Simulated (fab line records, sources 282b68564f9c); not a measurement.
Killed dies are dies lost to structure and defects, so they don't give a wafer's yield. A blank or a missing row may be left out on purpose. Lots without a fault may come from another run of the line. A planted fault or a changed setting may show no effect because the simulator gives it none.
A struck lot beside a sound one | flow rit_cmos | 19 steps out of a route of 202
Sound: wafers L869.3, L869.4, L869.6. Struck: wafers L883.1, L883.3, L883.4. The cause comes at the end.
At each step with rows: each side's tool, then ch and its chambers, then its first start. Under that, the readings that differ: sound wafers | struck wafers | difference of the means | sigmas: that difference in standard deviations of wafers without a fault.
alike: readings whose means differ by less than 2 such deviations, and words and numbers that are the same on both sides. not compared: withheld readings, readings that some wafer has no value for, bounds like >300 that may hide the same value, and numbers for which the record gives no deviation and whose values overlap.
The two part at a step that has a row with sigmas, a row that says differs or no value, or rows on one side only. Numbers that don't overlap but have no deviation are shown without sigmas and don't part them. A reading that every wafer of one side lacks parts them only if that side has two wafers or more.

RIT_SILICIDE_RS_MEAS_02: measures by four-point-probe.
  sound on film_metro-03, day 4 19:14; struck on film_metro-01, day 7 16:09
  alike: SILICIDE_TI_RS
RIT_SILICIDE_THK_MEAS_03: measures by xrf.
  sound on film_metro-03, day 4 19:20; struck on film_metro-01, day 7 16:16
  reading              | sound             | struck            | difference | sigmas
  SILICIDE_TI_THK (nm) | 29.07 29.14 29.25 | 29.97 29.85 29.54 | +0.63      | +2
RIT_SILICIDE_RTA_04: time 10 s, ramp up 5 s, ramp down 5 s.
  sound on rtp_anneal-01 ch 0, day 4 19:24; struck on rtp_anneal-01 ch 0, day 7 16:20
  alike: wafer_temp_C_max
then, 1 step without rows for these wafers: RIT_SILICIDE_WET_ETCH_05 (etches Ti in SPM, time 120 s).
RIT_SILICIDE_RTA_06: time 10 s, ramp up 5 s, ramp down 10 s.
  sound on rtp_anneal-02 ch 0, day 4 19:31; struck on rtp_anneal-02 ch 0, day 7 16:26
  alike: wafer_temp_C_max
RIT_CONTACT_CVD_00: deposits SiO2 from TEOS, target thk 400 nm, time 61 s.
  sound on pecvd-01 ch 0,2, day 4 19:35; struck on pecvd-03 ch 1,2, day 7 16:30
  alike: heater_power_w
RIT_CONTACT_THK_MEAS_01:
  sound on film_metro-02, day 4 19:39; struck on film_metro-03, day 7 16:33
  alike: CONTACT_TEOS_THK
then, 5 steps without rows for these wafers: RIT_CONTACT_HMDS_02 (prime time 60 s); RIT_CONTACT_COAT_03 (resist thk 1000 nm); RIT_CONTACT_SOFTBAKE_04 (time 60 s); RIT_CONTACT_EXPOSE_05 (exposes mask M11, target cd 1000 nm); RIT_CONTACT_PEB_06.
RIT_CONTACT_DEVELOP_07: develop time 120 s.
  sound on litho_track-02 ch 0, day 4 20:00; struck on litho_track-02 ch 0, day 7 17:00
RIT_CONTACT_CD_MEAS_08: target cd 1000 nm.
  sound on cd_sem-01, day 4 20:51; struck on cd_sem-01, day 7 17:35
  reading    | sound              | struck            | difference | sigmas
  cd_nm (nm) | 999.8 999.9 1000.8 | 991.1 989.4 989.7 | -10.1      | -5
RIT_CONTACT_OVL_MEAS_09:
  sound on overlay-01, day 4 20:56; struck on overlay-01, day 7 17:42
  reading          | sound         | struck      | difference | sigmas
  CONTACT_OVL (nm) | 1.2 -0.1 -0.2 | 4.3 3.4 4.6 | +3.8       | +3
then, 1 step without rows for these wafers: RIT_CONTACT_HARDBAKE_10 (time 60 s).
RIT_CONTACT_ETCH_11: etches SiO2 in CHF3/CF4/Ar, stops on TiSi2, target depth 480 nm, time 320 s.
  sound on rie_diel-04 ch 0,2,3, day 4 21:07; struck on rie_diel-04 ch 0,2,3, day 7 17:53
  reading                  | sound           | struck          | difference | sigmas
  model.CONTACT.cd_nm (nm) | 999.8 1000 1001 | 990.8 989.3 990 | -10.2      |
  alike: drypump_motor_current_A, oes_product_au, throttle_valve_pct
  not compared: rf_hours_counter_h
RIT_CONTACT_STRIP_12: strips in O2, time 180 s.
  sound on plasma_asher-03 ch 0,1, day 4 21:22; struck on plasma_asher-03 ch 0,1, day 7 18:05
  alike: drypump_motor_current_A
  not compared: rf_hours_counter_h
RIT_M1_PROBE_99:
  sound on prober-02, day 5 02:12; struck on prober-02, day 7 23:05
  reading             | sound | struck  | difference | sigmas
  killed_at_front_end | 2 0 3 | 14 11 2 | +7         | +2
  killed_dies         | 2 0 3 | 14 11 3 | +8         | +2
  killed_open         | 1 0 1 | 8 4 3   | +4         | +2
  alike: killed_at_contacts, killed_short
  not compared: model.etest.contact_to_gate.bv_right_v

WHERE THEY PART
First at RIT_SILICIDE_THK_MEAS_03; last, within this record, at RIT_M1_PROBE_99.

WHY: what the simulator had put in
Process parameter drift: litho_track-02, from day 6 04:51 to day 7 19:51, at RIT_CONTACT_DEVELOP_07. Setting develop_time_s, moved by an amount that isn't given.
